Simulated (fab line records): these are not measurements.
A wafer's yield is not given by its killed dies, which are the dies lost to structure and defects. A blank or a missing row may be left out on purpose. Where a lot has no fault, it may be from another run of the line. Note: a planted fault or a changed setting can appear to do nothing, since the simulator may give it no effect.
Tool commonality check + flow rit_cmos + Sampled: 14 lots, 42 wafers

## REASON FOR OPENING
At RIT_FOX2_THK_MEAS_01 the reading FOX2_OXIDE_THK is flagged on 2 of 14 lots. No-fault wafers: 352 nm, standard deviation 5.9.
Rule: a lot gets a flag if all its wafers with a number sit over 4 standard deviations from that mean, or if no wafer of it has a number. As for the other lots, they are considered sound.

| lot  | measured    | on            | FOX2_OXIDE_THK (nm), wafer by wafer | flag    |
|------|-------------|---------------|-------------------------------------|---------|
| L240 | day 1 18:29 | film_metro-03 | 346 345 356                         |         |
| L241 | day 2 01:25 | film_metro-03 | 361 359 361                         |         |
| L242 | day 2 06:53 | film_metro-04 | 350 359 357                         |         |
| L243 | day 2 11:13 | film_metro-04 | 358 354 354                         |         |
| L244 | day 2 17:25 | film_metro-04 | 344 347 350                         |         |
| L246 | day 3 04:13 | film_metro-02 | 534 532 538                         | FLAGGED |
| L247 | day 3 07:40 | film_metro-02 | 346 344 341                         |         |
| L248 | day 3 12:46 | film_metro-04 | 359 363 362                         |         |
| L249 | day 3 19:25 | film_metro-04 | 525 528 517                         | FLAGGED |
| L257 | day 5 10:19 | film_metro-03 | 350 348 351                         |         |
| L260 | day 6 00:59 | film_metro-02 | 351 353 357                         |         |
| L261 | day 6 07:36 | film_metro-02 | 356 354 350                         |         |
| L262 | day 6 10:25 | film_metro-04 | 348 345 346                         |         |
| L263 | day 6 14:05 | film_metro-03 | 355 349 353                         |         |
The numbers of the flagged lots are 529 nm on average: +177 nm against the usual, or +30 standard deviations.

## LOT BY LOT: THE TOOL USED
The record holds 1 process step before the reading, out of a route of 202 steps. In each cell: the tool, then ch and the chambers that the sampled wafers went through, then the start.
| lot  | flag    | RIT_FOX2_OXIDATION_00                                         |
|------|---------|---------------------------------------------------------------|
| L240 |         | furnace-01 ch 0, day 1 17:10                                  |
| L241 |         | furnace-01 ch 0, day 2 00:05                                  |
| L242 |         | furnace-03 ch 0, day 2 05:34                                  |
| L243 |         | furnace-03 ch 0, day 2 09:53                                  |
| L244 |         | furnace-04 ch 0, day 2 16:06                                  |
| L246 | FLAGGED | furnace-03 ch 0, day 3 00:59 and furnace-01 ch 0, day 3 02:53 |
| L247 |         | furnace-03 ch 0, day 3 06:20                                  |
| L248 |         | furnace-01 ch 0, day 3 11:25                                  |
| L249 | FLAGGED | furnace-03 ch 0, day 3 15:55 and furnace-04 ch 0, day 3 17:28 |
| L257 |         | furnace-03 ch 0, day 5 09:00                                  |
| L260 |         | furnace-03 ch 0, day 5 23:41                                  |
| L261 |         | furnace-04 ch 0, day 6 06:16                                  |
| L262 |         | furnace-04 ch 0, day 6 09:05                                  |
| L263 |         | furnace-01 ch 0, day 6 12:46                                  |
These steps, and what they do:
- RIT_FOX2_OXIDATION_00: target thk 350.7 nm, ox time 1130 s.
- RIT_FOX2_THK_MEAS_01

## FLAGGED AGAINST TOTAL, ONE TOOL AT A TIME (gauges that did the reading follow at the end)
| step                  | tool          | lots run | flagged | share of the flagged lots | sound lots run after its first flagged lot |
|-----------------------|---------------|----------|---------|---------------------------|--------------------------------------------|
| RIT_FOX2_OXIDATION_00 | furnace-01    | 5        | 1       | some                      | 2 (L248,L263)                              |
| RIT_FOX2_OXIDATION_00 | furnace-03    | 7        | 2       | all                       | 3 (L247,L257,L260)                         |
| RIT_FOX2_OXIDATION_00 | furnace-04    | 4        | 1       | some                      | 2 (L261,L262)                              |
| RIT_FOX2_THK_MEAS_01  | film_metro-02 | 4        | 1       | some                      | 3 (L247,L260,L261)                         |
| RIT_FOX2_THK_MEAS_01  | film_metro-03 | 4        | 0       | none                      | -                                          |
| RIT_FOX2_THK_MEAS_01  | film_metro-04 | 6        | 1       | some                      | 1 (L262)                                   |

## THE TABLE: WHAT IT ALLOWS
Rows of the table that ran each flagged lot: 1, that is furnace-03 at RIT_FOX2_OXIDATION_00.
- furnace-03 at RIT_FOX2_OXIDATION_00: 2 of its 7 lots flagged. Lots that were sound ran on it after the first flagged one (L247, L257, L260); a persistent fault on the entire tool would not allow that.
None of the table's rows ran every flagged lot and, after the first, no sound lot.

## WHAT HAD BEEN PUT IN BY THE SIMULATOR
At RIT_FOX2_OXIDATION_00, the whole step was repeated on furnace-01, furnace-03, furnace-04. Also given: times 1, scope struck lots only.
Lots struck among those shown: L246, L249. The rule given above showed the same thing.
